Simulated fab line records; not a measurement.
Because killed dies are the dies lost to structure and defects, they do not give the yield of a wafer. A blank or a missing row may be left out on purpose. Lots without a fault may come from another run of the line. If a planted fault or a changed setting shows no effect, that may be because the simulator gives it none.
A sampling plan put to the test / flow rit-cmos / one fab line, 17 faults that these records tell of, each judged on the records of the lots that it struck; 3 more are left out, because the records don't allow judging them
The plan consists of the line's own looks: route steps at which the wafer is read by a gauge or an inspection but not changed. Where struck wafers have a number at a look and the file lists that look's usual mean and standard deviation on fault-free wafers, the look can be judged. Caught: the struck wafers' mean, at a look after the fault's first step, is 4 or more of those standard deviations (sigma) away from the usual mean. On the tool: the test repeated on the tool's own readings taken at the fault's steps. Also counted as caught: the struck wafers showing another recipe, or a record that is empty for them alone.

## THE FAULTS, as the simulator had put them in
1. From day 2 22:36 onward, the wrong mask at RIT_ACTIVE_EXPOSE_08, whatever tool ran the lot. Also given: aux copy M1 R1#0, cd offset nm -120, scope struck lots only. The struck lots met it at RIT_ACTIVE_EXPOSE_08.
2. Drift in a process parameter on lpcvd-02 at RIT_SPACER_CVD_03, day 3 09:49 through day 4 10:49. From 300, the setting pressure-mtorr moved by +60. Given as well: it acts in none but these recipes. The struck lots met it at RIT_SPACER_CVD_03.
3. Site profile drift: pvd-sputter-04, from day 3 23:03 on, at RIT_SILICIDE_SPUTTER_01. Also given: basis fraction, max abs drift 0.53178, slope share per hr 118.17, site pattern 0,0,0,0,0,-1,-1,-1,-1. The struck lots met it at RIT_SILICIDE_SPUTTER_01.
4. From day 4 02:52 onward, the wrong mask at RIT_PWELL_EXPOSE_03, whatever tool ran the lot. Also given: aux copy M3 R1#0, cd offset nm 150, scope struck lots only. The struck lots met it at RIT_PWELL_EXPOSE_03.
5. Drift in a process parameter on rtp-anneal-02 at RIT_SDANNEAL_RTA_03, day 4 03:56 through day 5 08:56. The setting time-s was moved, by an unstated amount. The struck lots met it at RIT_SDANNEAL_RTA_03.
6. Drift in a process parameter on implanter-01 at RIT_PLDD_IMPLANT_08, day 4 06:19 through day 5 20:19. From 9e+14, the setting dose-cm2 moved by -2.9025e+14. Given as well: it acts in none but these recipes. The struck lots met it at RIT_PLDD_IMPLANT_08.
7. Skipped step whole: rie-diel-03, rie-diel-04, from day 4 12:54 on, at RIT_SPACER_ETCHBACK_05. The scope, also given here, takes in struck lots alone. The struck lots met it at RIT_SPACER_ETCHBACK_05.
8. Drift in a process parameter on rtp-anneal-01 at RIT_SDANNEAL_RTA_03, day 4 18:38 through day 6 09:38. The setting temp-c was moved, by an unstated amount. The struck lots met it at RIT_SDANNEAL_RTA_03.
9. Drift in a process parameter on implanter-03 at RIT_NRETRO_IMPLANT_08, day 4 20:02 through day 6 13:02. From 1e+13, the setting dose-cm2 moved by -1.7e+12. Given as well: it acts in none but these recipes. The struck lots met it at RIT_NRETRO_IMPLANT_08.
10. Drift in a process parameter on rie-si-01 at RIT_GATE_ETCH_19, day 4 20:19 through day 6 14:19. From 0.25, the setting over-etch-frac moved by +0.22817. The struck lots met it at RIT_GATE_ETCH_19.
11. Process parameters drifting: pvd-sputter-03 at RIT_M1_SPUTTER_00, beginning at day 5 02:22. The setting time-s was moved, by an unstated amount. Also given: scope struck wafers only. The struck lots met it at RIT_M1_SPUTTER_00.
12. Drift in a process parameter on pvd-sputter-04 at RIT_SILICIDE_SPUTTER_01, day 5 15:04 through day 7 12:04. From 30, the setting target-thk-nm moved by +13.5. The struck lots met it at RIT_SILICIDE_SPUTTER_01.
13. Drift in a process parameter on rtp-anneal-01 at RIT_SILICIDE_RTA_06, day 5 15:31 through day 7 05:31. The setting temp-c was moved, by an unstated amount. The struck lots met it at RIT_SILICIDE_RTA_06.
14. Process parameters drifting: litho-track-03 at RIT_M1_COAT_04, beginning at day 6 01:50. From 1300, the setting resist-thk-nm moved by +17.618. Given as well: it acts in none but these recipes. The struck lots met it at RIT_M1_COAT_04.
15. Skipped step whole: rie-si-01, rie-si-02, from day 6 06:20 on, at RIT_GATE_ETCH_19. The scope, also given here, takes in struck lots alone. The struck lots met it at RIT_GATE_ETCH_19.
16. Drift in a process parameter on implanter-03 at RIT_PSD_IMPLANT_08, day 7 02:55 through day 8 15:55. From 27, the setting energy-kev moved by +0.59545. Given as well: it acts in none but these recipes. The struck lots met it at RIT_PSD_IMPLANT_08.
17. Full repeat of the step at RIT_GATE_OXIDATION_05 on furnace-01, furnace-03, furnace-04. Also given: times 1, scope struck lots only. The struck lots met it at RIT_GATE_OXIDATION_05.

## WHAT THE PLAN SAW
fault=1; on the tool itself=under 2 sigma; first look that catches it=RIT_ACTIVE_CD_MEAS_11; reading, sigma=cd-nm -50; median hours from its first step to that look=0.4; hours from the fault's start to the first struck lot there=3; judged looks passed uncaught=0
fault=2; on the tool itself=pressure-mtorr +99 or beyond sigma; first look that catches it=RIT_SPACER_THK_MEAS_04; reading, sigma=SPACER_NITRIDE_THK +4.9; median hours from its first step to that look=1.9; hours from the fault's start to the first struck lot there=5; judged looks passed uncaught=0
fault=3; on the tool itself=under 2 sigma; first look that catches it=RIT_SILICIDE_RS_MEAS_02; reading, sigma=SILICIDE_TI_RS +49; median hours from its first step to that look=0.2; hours from the fault's start to the first struck lot there=5; judged looks passed uncaught=0
fault=4; on the tool itself=under 2 sigma; first look that catches it=no look after it can be judged; reading, sigma=-; median hours from its first step to that look=-; hours from the fault's start to the first struck lot there=-; judged looks passed uncaught=0
fault=5; on the tool itself=under 2 sigma; first look that catches it=RIT_SDANNEAL_RS_MEAS_04; reading, sigma=PSD_RS +9.8; median hours from its first step to that look=0.1; hours from the fault's start to the first struck lot there=4; judged looks passed uncaught=0
fault=6; on the tool itself=dose-ions-cm2 -99 or beyond sigma; first look that catches it=RIT_PLDD_TW_MEAS_10; reading, sigma=PLDD_TW -9.9; median hours from its first step to that look=0.3; hours from the fault's start to the first struck lot there=6; judged looks passed uncaught=0
fault=7; on the tool itself=no reading that can be judged; first look that catches it=no look after it can be judged; reading, sigma=-; median hours from its first step to that look=-; hours from the fault's start to the first struck lot there=-; judged looks passed uncaught=0
fault=8; on the tool itself=wafer_temp_C_max -7.6 sigma; first look that catches it=RIT_SDANNEAL_RS_MEAS_04; reading, sigma=PSD_RS +22; median hours from its first step to that look=0.1; hours from the fault's start to the first struck lot there=3; judged looks passed uncaught=0
fault=9; on the tool itself=dose-ions-cm2 -99 or beyond sigma; first look that catches it=RIT_NRETRO_TW_MEAS_10; reading, sigma=NRETRO_TW -6.0; median hours from its first step to that look=0.3; hours from the fault's start to the first struck lot there=8; judged looks passed uncaught=0
fault=10; on the tool itself=oes-product-au -8.4 sigma; first look that catches it=no look after it can be judged; reading, sigma=-; median hours from its first step to that look=-; hours from the fault's start to the first struck lot there=-; judged looks passed uncaught=0
fault=11; on the tool itself=under 2 sigma; first look that catches it=RIT_M1_RS_MEAS_01; reading, sigma=M1_AL_RS -40; median hours from its first step to that look=0.3; hours from the fault's start to the first struck lot there=5; judged looks passed uncaught=0
fault=12; on the tool itself=under 2 sigma; first look that catches it=RIT_SILICIDE_RS_MEAS_02; reading, sigma=SILICIDE_TI_RS -24; median hours from its first step to that look=0.2; hours from the fault's start to the first struck lot there=4; judged looks passed uncaught=0
fault=13; on the tool itself=wafer_temp_C_max -99 or beyond sigma; first look that catches it=no look after it can be judged; reading, sigma=-; median hours from its first step to that look=-; hours from the fault's start to the first struck lot there=-; judged looks passed uncaught=0
fault=14; on the tool itself=under 2 sigma; first look that catches it=none of the 2 looks that can be judged after it; reading, sigma=-; median hours from its first step to that look=-; hours from the fault's start to the first struck lot there=-; judged looks passed uncaught=2
fault=15; on the tool itself=the tool's record is blank for the struck wafers; first look that catches it=no look after it can be judged; reading, sigma=-; median hours from its first step to that look=-; hours from the fault's start to the first struck lot there=-; judged looks passed uncaught=0
fault=16; on the tool itself=beam-energy-keV +79 sigma; first look that catches it=RIT_SDANNEAL_RS_MEAS_04; reading, sigma=PSD_RS -5.1; median hours from its first step to that look=0.8; hours from the fault's start to the first struck lot there=11; judged looks passed uncaught=0
fault=17; on the tool itself=under 2 sigma; first look that catches it=RIT_GATE_THK_MEAS_07; reading, sigma=GATE_OXIDE_THK +35; median hours from its first step to that look=3.2; hours from the fault's start to the first struck lot there=-; judged looks passed uncaught=0
A dash: this means the fault isn't caught or the number doesn't appear in these records.

Caught at a look: 11 of 17. Caught on the tool: 8 of 17. By one or the other: 14 of 17.
Faults 10, 13, 15 were caught on the tool alone.
Caught at a look alone: faults 1, 3, 5, 11, 12, 17.
Caught by neither: faults 4, 7, 14.

## THINNER SAMPLING
Were the look that catches a fault to measure just every second or every third lot (counted by lot number), the first struck lot would, at worst, be measured this late:
fault=1; struck lots at that look, in order of time=L404; every lot=3 h; every second lot=may miss it; every third lot=may miss it
fault=2; struck lots at that look, in order of time=L196, L198; every lot=5 h; every second lot=may miss all 2; every third lot=may miss all 2
fault=3; struck lots at that look, in order of time=L793, L795; every lot=5 h; every second lot=may miss all 2; every third lot=may miss all 2
fault=5; struck lots at that look, in order of time=L935, L937; every lot=4 h; every second lot=may miss all 2; every third lot=may miss all 2
fault=6; struck lots at that look, in order of time=L191, L192; every lot=6 h; every second lot=9 h; every third lot=may miss all 2
fault=8; struck lots at that look, in order of time=L247, L249; every lot=3 h; every second lot=may miss all 2; every third lot=may miss all 2
fault=9; struck lots at that look, in order of time=L993, L995; every lot=8 h; every second lot=may miss all 2; every third lot=may miss all 2
fault=11; struck lots at that look, in order of time=L140; every lot=5 h; every second lot=may miss it; every third lot=may miss it
fault=12; struck lots at that look, in order of time=L520, L522; every lot=4 h; every second lot=may miss all 2; every third lot=may miss all 2
fault=16; struck lots at that look, in order of time=L154, L156; every lot=11 h; every second lot=may miss all 2; every third lot=may miss all 2
The hour figures run from when the fault began to the first measured lot among those it struck. The test against the limit of 4 sigma pooled every struck wafer, which means one lot taken alone may stay below that limit. Other struck lots may not be in these records.

## THE LONGEST TIMED WAY FROM STEP TO LOOK
Fault 17: a median of 3.2 hours passes between RIT_GATE_OXIDATION_05 and RIT_GATE_THK_MEAS_07. No look between them can be judged.
